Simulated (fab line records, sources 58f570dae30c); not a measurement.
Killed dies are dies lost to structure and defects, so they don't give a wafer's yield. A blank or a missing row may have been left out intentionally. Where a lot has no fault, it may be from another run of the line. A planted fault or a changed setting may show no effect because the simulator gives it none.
A lot that was struck, set against a sound lot	flow berkeley cmos170	14 out of 331 route steps
Sound: these wafers, L279.3, L279.4, L279.6. Wafers L281.2, L281.5, L281.6 were the ones struck. The cause is given at the end.
Each step with rows lists, per side, the tool, then ch with its chambers, then its first start. Under that, the readings that differ: sound wafers	struck wafers	difference of the means	sigmas: that difference in standard deviations of wafers without a fault.
alike: a reading whose means differ by less than 2 such deviations, as well as words and numbers matching on both sides. not compared: withheld readings; readings where some wafer has no value; bounds like >300 that might hide an equal value; numbers whose values overlap and for which the record gives no deviation.
Wherever a step has rows on one side only, a row that says differs or no value, or a row with sigmas, the two part there. Numbers that have no deviation but don't overlap get no sigmas and don't part them. Lack of a reading on every wafer of one side parts them only where that side has two or more wafers.

first, 3 steps without rows for these wafers: UCB170_PSD_EXPOSE_03 (exposes mask PSELECT MOD, target cd 1200 nm); UCB170_PSD_PEB_04; UCB170_PSD_DEVELOP_05 (develop time 45 s).
UCB170_PSD_CD_MEAS_06: the cd target is 1200 nm.
  struck on cd sem-02, day 7 17:58; sound on cd sem-02, day 7 04:26
  alike: cd nm
UCB170_PSD_OVL_MEAS_07:
  struck on overlay-01, day 7 18:05; sound on overlay-02, day 7 04:32
  alike: PSD_OVL
following that, these wafers have no rows for 1 step: UCB170_PSD_IMPLANT_08.
UCB170_PSD_STRIP_09: strips in O2.
  sound on plasma asher-02 ch 0,1, day 7 04:44; struck on plasma asher-01 ch 0,1, day 7 18:16
  alike: drypump motor current A, oes product au, strip time to endpoint s
  not compared: rf hours counter h
UCB170_PSD_TW_MEAS_10:
  struck on film metro-03, day 7 18:22; sound on film metro-03, day 7 04:50
  alike: PSD_TW
then, 4 steps without rows for these wafers: UCB170_PSD_CLEAN_11 (cleans in SPM, time 600 s); UCB170_NSD_HMDS_00 (prime time 60 s); UCB170_NSD_COAT_01 (resist thk 900 nm); UCB170_NSD_SOFTBAKE_02 (time 60 s).
UCB170_NSD_EXPOSE_03: exposes mask NSELECT MOD, target cd 1200 nm.
  sound on krf scanner-01 ch 0, day 7 06:04; struck on krf scanner-02, day 7 19:10
  no value came back on the struck wafers for exposure dose mJ cm2, focus offset nm (nm), na, reticle temp C (C); on the sound wafers exposure dose mJ cm2 reads 29.99 29.94 29.97
  alike: mask
following that, these wafers have no rows for 1 step: UCB170_NSD_PEB_04.

== WHERE THEY PART ==
UCB170_NSD_EXPOSE_03 only, going by this record.

WHY: whatever the simulator had introduced
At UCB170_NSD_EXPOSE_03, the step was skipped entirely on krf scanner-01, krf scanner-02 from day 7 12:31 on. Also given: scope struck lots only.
